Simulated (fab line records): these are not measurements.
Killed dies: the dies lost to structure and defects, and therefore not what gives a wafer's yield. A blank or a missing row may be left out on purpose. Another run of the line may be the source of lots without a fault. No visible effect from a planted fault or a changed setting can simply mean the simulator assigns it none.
A lot that was struck, set against a sound lot -- flow berkeley cmos170 -- 13 steps out of a route of 331
Sound: these wafers, L923.2, L923.3, L923.6. Wafers L929.3, L929.4, L929.5 were the ones struck. The cause comes at the end.
At each step with rows: each side's tool, then ch and its chambers, then its first start. Under that, the readings that differ: sound wafers -- struck wafers -- difference of the means -- sigmas: that difference in standard deviations of wafers without a fault.
alike: same words and numbers on both sides, and readings whose means sit less than 2 such deviations apart. not compared: any withheld reading, any reading some wafer has no value for, any bound like >300 that may hide the same value, and any number with overlapping values for which the record gives no deviation.
Wherever a step has rows on one side only, a row that says differs or no value, or a row with sigmas, the two part there. Numbers that don't overlap but have no deviation are shown without sigmas and don't part them. A reading missing from all wafers of one side parts the sides only when that side holds two or more wafers.

UCB170_START_BOW_MEAS_00:
  sound on film metro-04, day 3 02:01; struck on film metro-01, day 4 08:02
  alike: INCOMING_BOW
then, 2 steps without rows for these wafers: UCB170_START_CLEAN_01 (cleans in dHF, time 60 s); UCB170_START_OXIDATION_02 (target thk 20 nm, ox time 1800 s).
UCB170_START_THK_MEAS_03:
  sound on film metro-04, day 3 07:02; struck on film metro-04, day 4 13:33
  alike: START_OXIDE_THK
then, 6 steps without rows for these wafers: UCB170_START_ANNEAL_04 (time 1200 s); UCB170_ZERO_HMDS_00 (prime time 60 s); UCB170_ZERO_COAT_01 (resist thk 900 nm); UCB170_ZERO_SOFTBAKE_02 (time 60 s); UCB170_ZERO_EXPOSE_03 (exposes mask PM MARKS, target cd 4000 nm); UCB170_ZERO_PEB_04.
UCB170_ZERO_DEVELOP_05: develop time 45 s.
  struck on litho track-01, day 4 20:00; sound on litho track-01 ch 0, day 3 13:00
  no value came back on the struck wafers for chill plate temp C (C), develop time s (s); on the sound wafers chill plate temp C (C) reads 23.02 22.95 23.07
reading,sound,struck,difference,sigmas
model.KrF_of_ZERO_COAT_01.thk nm (nm),890.6 890.2 889.9,899.2 900.8 904.9,+11.4,
UCB170_ZERO_ETCH_06: etches SiO2 in CHF3/CF4/Ar, time 12 s.
  sound on rie diel-01 ch 0,1, day 3 13:43; struck on rie diel-02 ch 2,3, day 4 20:20
reading,sound,struck,difference,sigmas
oes product au (a.u.),0.631 0.620 0.628,0.370 0.385 0.375,-0.250,-23
  alike: CHF3_flow_sccm, drypump motor current A, rf fwd power W, throttle valve pct
  not compared: rf hours counter h
UCB170_ZERO_STRIP_07: strips in O2.
  sound on plasma asher-01 ch 0,1, day 3 13:44; struck on plasma asher-03 ch 0,1, day 4 20:23
reading,sound,struck,difference,sigmas
strip time to endpoint s (s),21.61 21.59 21.58,21.81 21.84 21.96,+0.28,+4
  alike: drypump motor current A, oes product au
  not compared: rf hours counter h

## WHERE THEY PART
Earliest at UCB170_ZERO_DEVELOP_05; latest, in this record, at UCB170_ZERO_STRIP_07.

WHY: what had been put in by the simulator
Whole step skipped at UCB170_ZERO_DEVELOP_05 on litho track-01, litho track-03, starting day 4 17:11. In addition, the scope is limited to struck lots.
